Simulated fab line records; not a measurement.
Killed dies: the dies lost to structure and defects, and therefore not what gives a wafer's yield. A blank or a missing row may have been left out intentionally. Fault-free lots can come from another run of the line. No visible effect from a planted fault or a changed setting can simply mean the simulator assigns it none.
Which of the tools did it?	flow rit cmos	42 wafers from 14 lots sampled at 2 of the route's 202 steps

== WHAT THE GAUGES READ, wafer by wafer ==
RIT_REOX_THK_MEAS_04.
lot	measured	on	REOX_OXIDE_THK (nm)
L701	day 3 02:42	film metro-01	24.2 24.8 24.9
L703	day 3 08:29	film metro-01	24.4 25.1 25.0
L704	day 3 14:32	film metro-03	25.3 25.5 25.4
L706	day 3 18:31	film metro-01	24.2 24.6 24.4
L707	day 4 03:17	film metro-01	30.5 30.7 30.0
L708	day 4 09:10	film metro-02	31.1 30.6 30.7
L709	day 4 11:04	film metro-02	24.0 24.6 24.2
L715	day 5 19:43	film metro-02	24.3 24.7 24.5
L719	day 6 15:20	film metro-03	24.9 24.8 24.7
L720	day 6 17:52	film metro-01	25.1 25.0 25.0
L721	day 6 21:56	film metro-01	24.6 24.2 24.4
L722	day 7 03:24	film metro-01	23.9 24.0 24.1
L723	day 7 12:01	film metro-01	25.2 25.4 25.6
L724	day 7 16:08	film metro-02	24.3 24.5 24.5

== WHAT TOOL EACH LOT RAN ON (gives the tool, then ch and the chambers of the sampled wafers, and finally the start) ==
lot	RIT_REOX_OXIDATION_03
L701	furnace-03 ch 0, day 3 00:09
L703	furnace-03 ch 0, day 3 05:55
L704	furnace-01 ch 0, day 3 11:57
L706	furnace-01 ch 0, day 3 15:58
L707	furnace-01 ch 0, day 4 00:44
L708	furnace-01 ch 0, day 4 06:35
L709	furnace-04 ch 0, day 4 08:31
L715	furnace-03 ch 0, day 5 17:10
L719	furnace-04 ch 0, day 6 12:46
L720	furnace-04 ch 0, day 6 15:19
L721	furnace-04 ch 0, day 6 19:22
L722	furnace-03 ch 0, day 7 00:50
L723	furnace-01 ch 0, day 7 09:27
L724	furnace-03 ch 0, day 7 13:35
- RIT_REOX_OXIDATION_03: target thk 25.2 nm, ox time 5580 s.

== AS READ BY THE TOOLS THEMSELVES (means over the sampled wafers that have a number; for cases with no such wafer, the mark the record gives instead) ==
RIT_REOX_OXIDATION_03.
lot	tool	spike tc centre C (C)	spike tc load C (C)	spike tc source C (C)	tube center temp C (C)	tube_center_temp_C_max	zone power source pct (%)
L701	furnace-03	902.6	925	920.9	900.00	902.5	26.1
L703	furnace-03	902.8	926	920.4	899.98	902.5	26.0
L704	furnace-01	901.8	918	926.7	899.95	902.2	27.1
L706	furnace-01	902.8	919	926.4	899.93	902.4	27.2
L707	furnace-01	922.1	939	946.7	919.96	922.5	28.5
L708	furnace-01	922.1	940	946.8	919.96	922.6	28.5
L709	furnace-04	903.8	925	922.4	899.93	902.7	26.2
L715	furnace-03	903.8	926	921.0	899.99	902.4	26.1
L719	furnace-04	903.4	926	921.8	900.09	902.5	25.9
L720	furnace-04	904.2	926	922.4	900.07	902.2	26.3
L721	furnace-04	903.2	927	922.3	900.03	902.2	26.2
L722	furnace-03	904.5	926	920.4	900.03	902.0	25.8
L723	furnace-01	902.0	917	926.5	899.95	902.1	27.1
L724	furnace-03	904.7	927	920.7	900.02	902.2	26.3

== THE ANSWER, worked out from the rows above alone ==
Rule: usual is defined by the lots themselves. Put in order of their means at a reading, lots are off if they are a third of the lots or fewer, leave a main group of 4 or more, and stand apart from it by a gap of 3 or more times the standard deviation of the main group's means; of several such gaps the widest counts. A main group whose means are all the same, to the digits that the tables above print for the reading, isn't used. Also off: a lot with no number at a reading for which 4 or more lots have one. The other lots that the step has rows for count as sound. After the gauges, taken in route order, come the tools' own readings; for these a lot's mean is taken, as printed above. At the first step where some lot is off, the reading lying furthest off is the one used; lots without a number count as furthest.
Off: L707, L708, at RIT_REOX_THK_MEAS_04 (REOX_OXIDE_THK). For the main group the mean is 24.7 nm and the standard deviation 0.42.
A tool fits if, at a process step before that reading, it ran every lot that is off, and no sound lot after the first of them. The gauges at RIT_REOX_THK_MEAS_04 aren't tried: what is off there is off at RIT_REOX_OXIDATION_03 too, on other tools, and a gauge's error can't cause that. Of those tried, none fits.

== WHAT THE SIMULATOR HAD INSERTED ==
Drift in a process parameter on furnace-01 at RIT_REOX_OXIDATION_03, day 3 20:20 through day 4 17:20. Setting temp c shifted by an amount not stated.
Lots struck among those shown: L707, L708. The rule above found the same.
